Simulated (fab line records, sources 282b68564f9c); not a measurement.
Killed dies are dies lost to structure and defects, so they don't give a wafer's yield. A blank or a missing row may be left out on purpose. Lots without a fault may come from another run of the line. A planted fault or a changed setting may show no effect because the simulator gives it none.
One fault seen from 2 desks | flow rit_cmos | each desk has only its own numbers; what lay behind them comes last

THE TOOL OWNER'S DESK: plasma_asher-04
The tool's own readings at RIT_NLDD_STRIP_09 (strips in O2, time 180 s): means of the sampled wafers that have a number, for each lot that ran on this tool. A lot is out of limits, marked OUT, if its mean lies more than 4 standard deviations from the usual mean; the brackets give that distance.
Columns: A = drypump_motor_current_A at RIT_NLDD_STRIP_09, usual 5.9 A
lot  | first seen here | A
L353 | day 4 09:55     | 5.8
L357 | day 5 04:29     | 5.7
L359 | day 5 11:47     | 5.8
L361 | day 5 23:09     | 5.7
L363 | day 6 09:28     | 5.7
L366 | day 6 21:25     | 5.8
This desk's finding: nothing out of limits on any of the 6 lots.

THE METROLOGY DESK
What the gauges read, lot by lot, whatever tool the lot ran on: means of the sampled wafers that have a number. A lot is out of limits, marked OUT, if its mean lies more than 4 standard deviations from the usual mean; the brackets give that distance.
Columns: A = cd_nm at RIT_GATE_CD_MEAS_16, usual 149.8 nm; B = NLDD_OVL at RIT_NLDD_OVL_MEAS_06, usual -0.8 nm; C = cd_nm at RIT_M1_CD_MEAS_90, usual 2602 nm
lot  | first seen here | A     | B    | C
L348 | day 3 03:08     | 148.9 | -3.4 | 2604
L349 | day 3 09:58     | 152.1 | -3.7 | 2600
L351 | day 3 16:02     | 147.6 | -1.7 | 2609
L352 | day 3 19:13     | 149.7 | 0.5  | 2595
L353 | day 4 02:43     | 148.2 | -1.0 | 2603
L354 | day 4 10:35     | 151.2 | 0.6  | 2605
L356 | day 4 16:31     | 150.8 | 2.2  | 2603
L357 | day 4 23:23     | 151.9 | -1.1 | 2600
L359 | day 5 05:36     | 147.4 | -1.3 | 2605
L360 | day 5 08:55     | 145.5 | 0.1  | 2602
L361 | day 5 17:31     | 148.3 | -1.2 | 2604
L363 | day 6 04:19     | 153.2 | 0.0  | 2601
L364 | day 6 06:01     | 147.2 | 0.4  | 2607
L366 | day 6 16:16     | 153.1 | -1.9 | 2606
L370 | day 7 11:36     | 147.9 | -1.0 | 2603
This desk's finding: nothing out of limits on any of the 15 lots.

PUT TOGETHER
The tool owner's desk saw nothing out of limits.
The metrology desk saw nothing out of limits.

WHAT THE SIMULATOR HAD PUT IN
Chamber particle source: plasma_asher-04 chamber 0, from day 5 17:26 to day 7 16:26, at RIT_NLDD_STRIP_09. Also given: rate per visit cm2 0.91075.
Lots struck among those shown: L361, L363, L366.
